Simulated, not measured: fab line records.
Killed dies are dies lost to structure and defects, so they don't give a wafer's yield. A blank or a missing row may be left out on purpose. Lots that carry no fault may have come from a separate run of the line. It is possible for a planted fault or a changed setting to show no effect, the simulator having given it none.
fab line records | flow rit_cmos
[record] lots = 5 | wafers = 15 | last_day = 7
route steps=202 shown SDANNEAL@156 PSD@157 NSD@158 PLDD@159 NLDD@160 SILICIDE@161 CONTACT@168 M1@202
lots that met no fault: from a run of the same line without faults
start_h: hours from the record's opening day to when the first of the lot's shown wafers began | wait_h: hours elapsed since this lot's preceding step | " same as the row above | L1.1+2: a row that stands for several wafers | - no value, or no start was given | * or withheld: withheld | < > ~ a bound
route shown NAME@n: names a module that has steps shown in the file, with the first one's number in the route | usual: average and standard deviation across the fault-free wafers | same: alike in all rows | chamber/n: place in a boat | sites: each site's reading | _std_site: the values' standard deviation | _edge_site: the outer-site mean with the inner-site mean subtracted | radius_mm: for every site, how far away it sits from the centre of the wafer | mask NAME#n: copy n | behind: the tool/chamber that last shaped the wafer | hold: what put the lot on hold/how long, in hours/how the hold closed | device: transistor that didn't switch, given as n, p or np | end of line: the tests these same wafers got at the end of their route | a step with no rows: only its recipe | killed: dies lost to structure and defects at the first sort, not the wafer's yield | map: dies across one wafer; x = killed, . = not, _ = none there
set.NAME: the run value of the setting; set.NAME@STEP: its run value at that earlier step | model.NAME: the simulator's own value behind a step, which no gauge read
certain route steps with their lots: each step a table, each wafer a row
services: when a tool's chamber went out of use (start_h, in hours from the record's first day, below 0 if earlier), for how many hours, and the reason
[[steps]]
[step RIT_SDANNEAL_RTA_03]
[recipe] temp_c = 1050 | time_s = 5 | idle_temp_c = 600 | ramp_up_c_per_s = 342 | ramp_down_c_per_s = 171 | cool_to_c = 600 | ambient = N2
[usual] wafer_temp_C_max = 1053.5/1.1
lot.wafer | tool          | chamber | start_h | wait_h | wafer_temp_C_max
L819.1    | rtp_anneal-02 | 0       | 52.05   | 0.0    | 1054.7
L819.2    | "             | 0       | "       | "      | 1052.4
L819.6    | "             | 0       | "       | "      | 1052.4
L826.3    | rtp_anneal-01 | 0       | 90.24   | 0.0    | 1054.9
L826.4    | "             | 0       | "       | "      | 1054.3
L826.5    | "             | 0       | "       | "      | 1052.5
L834.1    | rtp_anneal-01 | 0       | 125.44  | 0.0    | 1054.8
L834.3    | "             | 0       | "       | "      | 1053.2
L834.6    | "             | 0       | "       | "      | 1053.9
L839.3    | rtp_anneal-02 | 0       | 156.05  | 0.0    | 1053.8
L839.4    | "             | 0       | "       | "      | 1052.6
L839.5    | "             | 0       | "       | "      | 1053.5
L841.2    | rtp_anneal-02 | 0       | 165.99  | 0.0    | 1054.5
L841.4    | "             | 0       | "       | "      | 1053.6
L841.6    | "             | 0       | "       | "      | 1052.1
[step RIT_SDANNEAL_RS_MEAS_04]
[recipe] thk_meas_gauge = four-point-probe
[usual] PSD_RS = 114.9/0.3
lot.wafer | tool          | chamber | start_h | wait_h | PSD_RS[ohm/sq]
L819.1    | film_metro-01 | -       | 52.11   | 0.0    | 115.1
L819.2    | "             | -       | "       | "      | 115.1
L819.6    | "             | -       | "       | "      | 115.0
L826.3    | film_metro-04 | -       | 90.31   | 0.1    | 114.8
L826.4    | "             | -       | "       | "      | 115.3
L826.5    | "             | -       | "       | "      | 115.1
L834.1    | film_metro-02 | -       | 125.50  | 0.0    | 114.6
L834.3    | "             | -       | "       | "      | 114.5
L834.6    | "             | -       | "       | "      | 114.1
L839.3    | film_metro-02 | -       | 156.13  | 0.1    | 114.4
L839.4    | "             | -       | "       | "      | 114.4
L839.5    | "             | -       | "       | "      | 114.6
L841.2    | film_metro-02 | -       | 166.06  | 0.1    | 115.0
L841.4    | "             | -       | "       | "      | 115.2
L841.6    | "             | -       | "       | "      | 114.7
[step RIT_SDANNEAL_RS_MEAS_05]
[recipe] thk_meas_gauge = four-point-probe
[usual] NSD_RS = 84.41/0.28
lot.wafer | tool          | chamber | start_h | wait_h | NSD_RS[ohm/sq]
L819.1    | film_metro-01 | -       | 52.23   | 0.1    | 84.46
L819.2    | "             | -       | "       | "      | 84.23
L819.6    | "             | -       | "       | "      | 84.41
L826.3    | film_metro-04 | -       | 90.43   | 0.1    | 83.79
L826.4    | "             | -       | "       | "      | 83.94
L826.5    | "             | -       | "       | "      | 84.11
L834.1    | film_metro-02 | -       | 125.62  | 0.1    | 84.32
L834.3    | "             | -       | "       | "      | 84.18
L834.6    | "             | -       | "       | "      | 84.27
L839.3    | film_metro-02 | -       | 156.25  | 0.1    | 84.35
L839.4    | "             | -       | "       | "      | 83.98
L839.5    | "             | -       | "       | "      | 84.47
L841.2    | film_metro-02 | -       | 166.18  | 0.1    | 84.65
L841.4    | "             | -       | "       | "      | 84.83
L841.6    | "             | -       | "       | "      | 84.72
[step RIT_SDANNEAL_RS_MEAS_06]
[recipe] thk_meas_gauge = four-point-probe
[usual] PLDD_RS = 178.8/0.48
lot.wafer | tool          | chamber | start_h | wait_h | PLDD_RS[ohm/sq]
L819.1    | film_metro-01 | -       | 52.35   | 0.1    | 179.8
L819.2    | "             | -       | "       | "      | 179.8
L819.6    | "             | -       | "       | "      | 179.7
L826.3    | film_metro-04 | -       | 90.55   | 0.1    | 177.9
L826.4    | "             | -       | "       | "      | 178.8
L826.5    | "             | -       | "       | "      | 178.8
L834.1    | film_metro-02 | -       | 125.74  | 0.1    | 178.6
L834.3    | "             | -       | "       | "      | 178.7
L834.6    | "             | -       | "       | "      | 178.3
L839.3    | film_metro-02 | -       | 156.37  | 0.1    | 178.5
L839.4    | "             | -       | "       | "      | 178.3
L839.5    | "             | -       | "       | "      | 178.4
L841.2    | film_metro-02 | -       | 166.30  | 0.1    | 179.1
L841.4    | "             | -       | "       | "      | 179.2
L841.6    | "             | -       | "       | "      | 178.7
[step RIT_SDANNEAL_RS_MEAS_07]
[recipe] thk_meas_gauge = four-point-probe
[usual] NLDD_RS = 153.8/0.55
lot.wafer | tool          | chamber | start_h | wait_h | NLDD_RS[ohm/sq]
L819.1    | film_metro-01 | -       | 52.47   | 0.1    | 153.6
L819.2    | "             | -       | "       | "      | 154.1
L819.6    | "             | -       | "       | "      | 154.0
L826.3    | film_metro-04 | -       | 90.67   | 0.1    | 154.3
L826.4    | "             | -       | "       | "      | 153.7
L826.5    | "             | -       | "       | "      | 154.5
L834.1    | film_metro-02 | -       | 125.86  | 0.1    | 152.7
L834.3    | "             | -       | "       | "      | 152.7
L834.6    | "             | -       | "       | "      | 153.3
L839.3    | film_metro-02 | -       | 156.49  | 0.1    | 154.2
L839.4    | "             | -       | "       | "      | 153.6
L839.5    | "             | -       | "       | "      | 154.2
L841.2    | film_metro-02 | -       | 166.42  | 0.1    | 153.6
L841.4    | "             | -       | "       | "      | 153.4
L841.6    | "             | -       | "       | "      | 153.7
[step RIT_SILICIDE_WET_ETCH_00]
[recipe] chemistry = BOE | target = SiO2 | target_depth_nm = 14 | time_s = 15 | dry = n2_spin | dilution = 10:1 | temp_c = 21.5
[step RIT_SILICIDE_SPUTTER_01]
[recipe] material = Ti | target_thk_nm = 30 | power_w = 350 | chamber_pressure_pa = 0.667 | gas = Ar | time_s = 246.4 | substrate_temp_c = 25
[usual] throttle_valve_pct = 29.8/1
lot.wafer | tool           | chamber | start_h | wait_h | throttle_valve_pct
L819.1    | pvd_sputter-01 | -       | 52.60   | 0.0    | 28.7
L819.2    | "              | -       | "       | "      | 29.1
L819.6    | "              | -       | "       | "      | 29.2
L826.3    | pvd_sputter-02 | -       | 90.77   | 0.0    | 28.6
L826.4    | "              | -       | "       | "      | 29.7
L826.5    | "              | -       | "       | "      | 31.0
L834.1    | pvd_sputter-02 | -       | 125.99  | 0.0    | 28.8
L834.3    | "              | -       | "       | "      | 31.1
L834.6    | "              | -       | "       | "      | 28.7
L839.3    | pvd_sputter-04 | -       | 156.58  | 0.0    | 28.4
L839.4    | "              | -       | "       | "      | 29.8
L839.5    | "              | -       | "       | "      | 29.6
L841.2    | pvd_sputter-01 | -       | 166.53  | 0.0    | 31.8
L841.4    | "              | -       | "       | "      | 28.5
L841.6    | "              | -       | "       | "      | 28.6
[step RIT_SILICIDE_RS_MEAS_02]
[recipe] thk_meas_gauge = four-point-probe | reads = Ti_of_SILICIDE_SPUTTER_01
[usual] SILICIDE_TI_RS = 46.1/0.42
lot.wafer | tool          | chamber | start_h | wait_h | SILICIDE_TI_RS[ohm/sq]
L819.1    | film_metro-03 | -       | 52.75   | 0.1    | 46.1
L819.2    | "             | -       | "       | "      | 45.4
L819.6    | "             | -       | "       | "      | 46.0
L826.3    | film_metro-01 | -       | 90.96   | 0.1    | 45.4
L826.4    | "             | -       | "       | "      | 45.7
L826.5    | "             | -       | "       | "      | 45.7
L834.1    | film_metro-01 | -       | 126.14  | 0.1    | 46.1
L834.3    | "             | -       | "       | "      | 46.2
L834.6    | "             | -       | "       | "      | 46.4
L839.3    | film_metro-02 | -       | 156.77  | 0.1    | 45.9
L839.4    | "             | -       | "       | "      | 46.7
L839.5    | "             | -       | "       | "      | 46.0
L841.2    | film_metro-01 | -       | 166.70  | 0.1    | 47.2
L841.4    | "             | -       | "       | "      | 46.7
L841.6    | "             | -       | "       | "      | 46.4
[step RIT_SILICIDE_THK_MEAS_03]
[recipe] thk_meas_gauge = xrf | reads = Ti_of_SILICIDE_SPUTTER_01
[usual] SILICIDE_TI_THK = 31.19/0.26
lot.wafer | tool          | chamber | start_h | wait_h | SILICIDE_TI_THK[nm]
L819.1    | film_metro-03 | -       | 52.87   | 0.1    | 31.61
L819.2    | "             | -       | "       | "      | 31.65
L819.6    | "             | -       | "       | "      | 31.47
L826.3    | film_metro-01 | -       | 91.06   | 0.1    | 31.37
L826.4    | "             | -       | "       | "      | 31.21
L826.5    | "             | -       | "       | "      | 31.32
L834.1    | film_metro-01 | -       | 126.26  | 0.1    | 30.92
L834.3    | "             | -       | "       | "      | 30.86
L834.6    | "             | -       | "       | "      | 30.66
L839.3    | film_metro-02 | -       | 156.87  | 0.1    | 31.48
L839.4    | "             | -       | "       | "      | 30.96
L839.5    | "             | -       | "       | "      | 31.41
L841.2    | film_metro-01 | -       | 166.81  | 0.1    | 30.58
L841.4    | "             | -       | "       | "      | 30.93
L841.6    | "             | -       | "       | "      | 30.99
[step RIT_SILICIDE_RTA_04]
[recipe] temp_c = 650 | time_s = 10 | idle_temp_c = 25 | ramp_up_s = 5 | ramp_down_s = 5 | cool_to_c = 25 | ambient = N2
[usual] wafer_temp_C_max = 654.4/1.3
lot.wafer | tool          | chamber | start_h | wait_h | wafer_temp_C_max
L819.1    | rtp_anneal-01 | 0       | 52.93   | 0.1    | 655.0
L819.2    | "             | 0       | "       | "      | 654.7
L819.6    | "             | 0       | "       | "      | 654.1
L826.3    | rtp_anneal-02 | 0       | 91.12   | 0.1    | 653.4
L826.4    | "             | 0       | "       | "      | 652.8
L826.5    | "             | 0       | "       | "      | 653.0
L834.1    | rtp_anneal-02 | 0       | 126.32  | 0.1    | 653.3
L834.3    | "             | 0       | "       | "      | 655.1
L834.6    | "             | 0       | "       | "      | 653.5
L839.3    | rtp_anneal-01 | 0       | 156.94  | 0.1    | 656.4
L839.4    | "             | 0       | "       | "      | 654.0
L839.5    | "             | 0       | "       | "      | 656.3
L841.2    | rtp_anneal-01 | 0       | 166.87  | 0.1    | 654.5
L841.4    | "             | 0       | "       | "      | 656.3
L841.6    | "             | 0       | "       | "      | 655.2
[step RIT_SILICIDE_WET_ETCH_05]
[recipe] chemistry = SPM | target = Ti | temp_c = 90 | time_s = 120 | dry = n2_spin
[step RIT_SILICIDE_RTA_06]
[recipe] temp_c = 750 | time_s = 10 | idle_temp_c = 25 | ramp_up_s = 5 | ramp_down_s = 10 | cool_to_c = 25 | ambient = N2
[usual] wafer_temp_C_max = 755.1/1.4
lot.wafer | tool          | chamber | start_h | wait_h | wafer_temp_C_max
L819.1    | rtp_anneal-02 | 0       | 53.04   | 0.0    | 754.4
L819.2    | "             | 0       | "       | "      | 754.8
L819.6    | "             | 0       | "       | "      | 753.9
L826.3    | rtp_anneal-01 | 0       | 91.23   | 0.0    | 757.2
L826.4    | "             | 0       | "       | "      | 757.1
L826.5    | "             | 0       | "       | "      | 754.9
L834.1    | rtp_anneal-01 | 0       | 126.43  | 0.0    | 756.6
L834.3    | "             | 0       | "       | "      | 754.9
L834.6    | "             | 0       | "       | "      | 755.6
L839.3    | rtp_anneal-02 | 0       | 157.05  | 0.0    | 753.6
L839.4    | "             | 0       | "       | "      | 753.4
L839.5    | "             | 0       | "       | "      | 753.4
L841.2    | rtp_anneal-02 | 0       | 166.99  | 0.0    | 754.1
L841.4    | "             | 0       | "       | "      | 754.7
L841.6    | "             | 0       | "       | "      | 753.9
[step RIT_CONTACT_CVD_00]
[recipe] material = SiO2 | target_thk_nm = 400 | precursor = TEOS | temp_c = 390 | time_s = 61 | rf_w = 400
[usual] heater_power_w = 350/45
lot.wafer | tool     | chamber | start_h | wait_h | heater_power_w | since_wet_clean_h
L819.1    | pecvd-02 | 0       | 53.11   | 0.1    | 383            | 608
L819.2    | "        | 2       | "       | "      | 401            | 608
L819.6    | "        | 2       | "       | "      | 402            | -
L826.3    | pecvd-02 | 0       | 91.27   | 0.0    | 321            | 647
L826.4    | "        | 0       | "       | "      | 350            | -
L826.5    | "        | 1       | "       | "      | 342            | -
L834.1    | pecvd-02 | 1       | 126.50  | 0.1    | 397            | 682
L834.3    | "        | 0       | "       | "      | 340            | 682
L834.6    | "        | 0       | "       | "      | 358            | -
L839.3    | pecvd-04 | 0       | 157.09  | 0.0    | 385            | 308
L839.4    | "        | 2       | "       | "      | 261            | -
L839.5    | "        | 1       | "       | "      | 369            | -
L841.2    | pecvd-01 | 1       | 167.04  | 0.0    | 310            | 1113
L841.4    | "        | 2       | "       | "      | 320            | -
L841.6    | "        | 1       | "       | "      | 317            | -
[step RIT_CONTACT_THK_MEAS_01]
[recipe] reads = SiO2_of_CONTACT_CVD_00
[usual] CONTACT_TEOS_THK = 401/5
lot.wafer | tool          | chamber | start_h | wait_h | CONTACT_TEOS_THK[nm]
L819.1    | film_metro-04 | -       | 53.16   | 0.0    | 397
L819.2    | "             | -       | "       | "      | 394
L819.6    | "             | -       | "       | "      | 400
L826.3    | film_metro-04 | -       | 91.34   | 0.0    | 400
L826.4    | "             | -       | "       | "      | 408
L826.5    | "             | -       | "       | "      | 399
L834.1    | film_metro-03 | -       | 126.55  | 0.0    | 343
L834.3    | "             | -       | "       | "      | 402
L834.6    | "             | -       | "       | "      | 407
L839.3    | film_metro-04 | -       | 157.16  | 0.0    | 405
L839.4    | "             | -       | "       | "      | 408
L839.5    | "             | -       | "       | "      | 407
L841.2    | film_metro-03 | -       | 167.10  | 0.0    | 388
L841.4    | "             | -       | "       | "      | 405
L841.6    | "             | -       | "       | "      | 400
[step RIT_CONTACT_HMDS_02]
[recipe] prime_time_s = 60 | prime_temp_c = 140
[step RIT_M1_PROBE_99]
[usual] killed_at_M0_to_M3 = 0.0/0.083 | killed_at_front_end = 7/3.4 | killed_dies = 7/3.4 | killed_open = 3.6/2.1 | killed_short = 3.5/2.1
[same] gross_dies = 264 | killed_at_M4_up = 0 | killed_at_back_side = 0 | killed_at_contacts = 0 | killed_at_other = 0
lot.wafer | tool      | chamber | start_h | wait_h | killed_at_M0_to_M3 | killed_at_front_end | killed_dies | killed_open | killed_short
L834.1    | prober-02 | -       | 133.00  | 0.1    | 0                  | 5                   | 5           | 1           | 4
L834.3    | prober-02 | -       | 133.10  | 0.2    | 0                  | 8                   | 8           | 2           | 6
L834.6    | prober-02 | -       | 133.25  | 0.2    | 1                  | 4                   | 5           | 2           | 3
L839.3    | prober-01 | -       | 163.49  | 0.2    | 0                  | 13                  | 13          | 8           | 5
L839.4    | prober-01 | -       | 163.54  | 0.2    | 0                  | 12                  | 12          | 7           | 5
L839.5    | prober-01 | -       | 163.59  | 0.2    | 0                  | 8                   | 8           | 6           | 2
// killed by level:class
L834.1 GATE:geometric_particle:short=2 FOX2:geometric_particle:short=1 REOX:geometric_particle:open=1 SPACER:geometric_particle:short=1
L834.3 GATE:geometric_particle:short=3 FOX1:geometric_particle:short=2 SPACER:geometric_particle:open=1 SILICIDE:geometric_particle:open=1 SILICIDE:geometric_particle:short=1
L834.6 FOX1:geometric_particle:short=1 FOX2:geometric_particle:short=1 GATE:geometric_particle:open=1 SILICIDE:geometric_particle:short=1 M1:geometric_particle:open=1
L839.3 SPACER:geometric_particle:open=6 GATE:geometric_particle:short=3 SPACER:geometric_particle:short=2 FOX2:geometric_particle:open=1 SILICIDE:geometric_particle:open=1
L839.4 GATE:geometric_particle:short=4 GATE:geometric_particle:open=2 SPACER:geometric_particle:open=2 SILICIDE:geometric_particle:open=2 REOX:geometric_particle:open=1 SILICIDE:geometric_particle:short=1
L839.5 GATE:geometric_particle:open=2 SILICIDE:geometric_particle:open=2 REOX:geometric_particle:open=1 REOX:geometric_particle:short=1 SPACER:geometric_particle:open=1 SILICIDE:geometric_particle:short=1
[[services]]
tool           | chamber | start_h | hours | kind
pecvd-02       | -       | 35.07   | 2.8   | pm
pvd_sputter-02 | -       | 45.71   | 3.5   | repair
pvd_sputter-04 | -       | 68.48   | 2.4   | repair
pecvd-01       | -       | 73.15   | 28.1  | pm
pecvd-04       | 0       | 78.37   | 1.7   | repair
pecvd-02       | 1       | 92.42   | 2.0   | repair
pvd_sputter-01 | -       | 102.35  | 0.6   | repair
pecvd-02       | 1       | 149.16  | 21.3  | repair
pvd_sputter-01 | -       | 163.03  | 2.4   | repair
[[key]]
[first_sign] step = RIT_CONTACT_THK_MEAS_01 | reading = CONTACT_TEOS_THK | direction = down | sigmas = 12 | usual = 401 | struck = 343
effect none on later readings
met_at RIT_CONTACT_CVD_00
struck_wafers L834.1
tester_left_out L834
onset_between 91.27 126.50
[fault] kind = site_profile_drift | tool = pecvd-02 | chamber = 1 | onset_h = 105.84 | steps = RIT_CONTACT_CVD_00 | basis = fraction | max_abs_drift = 0.30652 | slope_share_per_hr = 68.115 | site_pattern = 0,0,0,0,0,-1,-1,-1,-1
// tester_left_out: of these lots the tester's yield and bins aren't shown, on N5 and GAA mostly nor the transistor test; their killed dies are dies lost to structure and defects alone, not to doping, threshold or leakage, so they don't give the yield
